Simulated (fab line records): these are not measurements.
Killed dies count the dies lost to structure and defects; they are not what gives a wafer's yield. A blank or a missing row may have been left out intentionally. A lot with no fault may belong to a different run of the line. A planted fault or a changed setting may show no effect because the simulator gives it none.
A lot that was struck, set against a sound lot / flow rit-cmos / 17 steps out of a route of 202
Sound: these wafers, L994.2, L994.4, L994.6. Wafers struck: L992.2, L992.4, L992.6. At the end, the cause is stated.
Each step with rows lists, per side, the tool, then ch with its chambers, then its first start. Under that, the readings that differ: sound wafers / struck wafers / difference of the means / sigmas: that difference in standard deviations of wafers without a fault.
alike: same words and numbers on both sides, and readings whose means sit less than 2 such deviations apart. not compared: any withheld reading, any reading some wafer has no value for, any bound like >300 that may hide the same value, and any number with overlapping values for which the record gives no deviation.
The two part at a step that has a row with sigmas, a row that says differs or no value, or rows on one side only. Numbers that have no deviation but don't overlap get no sigmas and don't part them. A reading that every wafer of one side lacks parts them only if that side has two wafers or more.

RIT_ACTIVE_BOW_MEAS_00:
  sound on film-metro-02 at day 4 23:01; struck on film-metro-04 at day 4 13:01
  alike: INCOMING_BOW
then, 1 step without rows for these wafers: RIT_ACTIVE_OXIDATION_01 (target thk 46.8 nm, ox time 3360 s).
RIT_ACTIVE_THK_MEAS_02:
  sound on film-metro-02 at day 5 03:32; struck on film-metro-02 at day 4 15:56
  alike: ACTIVE_OXIDE_THK
RIT_ACTIVE_CVD_03: deposits Si3N4 from SiH2Cl2/NH3, target thk 150 nm, time 1500 s.
  sound on lpcvd-02 ch 1, day 5 03:46; struck on lpcvd-02 ch 0, day 4 15:59
  no value came back on the struck wafers for nh3-flow-sccm (sccm), pressure-mtorr (mTorr), time-s (s); on the sound wafers nh3-flow-sccm (sccm) reads 150.7 150.3 150.3
then, 6 steps without rows for these wafers: RIT_ACTIVE_HMDS_05 (prime time 60 s); RIT_ACTIVE_COAT_06 (resist thk 1000 nm); RIT_ACTIVE_SOFTBAKE_07 (time 60 s); RIT_ACTIVE_EXPOSE_08 (exposes mask M1, target cd 1400 nm); RIT_ACTIVE_PEB_09; RIT_ACTIVE_DEVELOP_10 (develop time 50 s).
RIT_ACTIVE_CD_MEAS_11: target cd 1400 nm.
  sound on cd-sem-02 at day 5 06:52; struck on cd-sem-02 at day 4 18:27
  alike: cd-nm
then, 1 step without rows for these wafers: RIT_ACTIVE_HARDBAKE_12 (time 60 s).
RIT_ACTIVE_ETCH_13: etches Si3N4 in SF6, stops on SiO2, time 205.4 s, target depth 210 nm.
  sound on rie-diel-02 ch 0,2,3, day 5 07:07; struck on rie-diel-01 ch 0,1,3, day 4 18:42
  alike: chamber-pressure-mTorr, drypump-motor-current-A, oes-product-au, throttle-valve-pct
  not compared: rf-hours-counter-h, model.ACTIVE.feature-depth-nm, model.etch.depth-nm
RIT_ACTIVE_STRIP_14: strips in O2, time 180 s.
  sound on plasma-asher-04 ch 0, day 5 07:15; struck on plasma-asher-04 ch 0, day 4 18:50
  alike: chamber-pressure-mTorr, drypump-motor-current-A
  not compared: rf-hours-counter-h
RIT_ACTIVE_CD_MEAS_90: target cd 1400 nm.
  sound on cd-sem-01 at day 5 07:26; struck on cd-sem-02 at day 4 19:02
reading=cd-nm (nm); sound=1404.5 1405.5 1406.4; struck=- - -; difference=no value on the struck wafers; sigmas=
then, 1 step without rows for these wafers: RIT_ACTIVE_CLEAN_15 (cleans in SC1, time 600 s).
-- the record jumps here: 2 days lie between the struck wafers' starts before and after (it left off in module ACTIVE and takes up again in module M1, whose first step shown is number 202 of the route) --
RIT_M1_PROBE_99:
  sound on prober-01 at day 7 11:49; struck on prober-02 at day 7 04:44
reading=killed-at-front-end; sound=8 6 6; struck=264 264 264; difference=+257; sigmas=+89
reading=killed-dies; sound=8 6 6; struck=264 264 264; difference=+257; sigmas=+86
reading=killed-on-rim; sound=3 4 4; struck=70 70 70; difference=+66; sigmas=+47
  alike: killed-at-contacts, killed-open, killed-short

## WHERE THEY PART
Last at RIT_M1_PROBE_99 as far as this record goes, first at RIT_ACTIVE_CVD_03.

WHY: what had been put in by the simulator
At RIT_ACTIVE_CVD_03, the step was skipped entirely on lpcvd-02 from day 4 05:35 on. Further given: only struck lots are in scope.
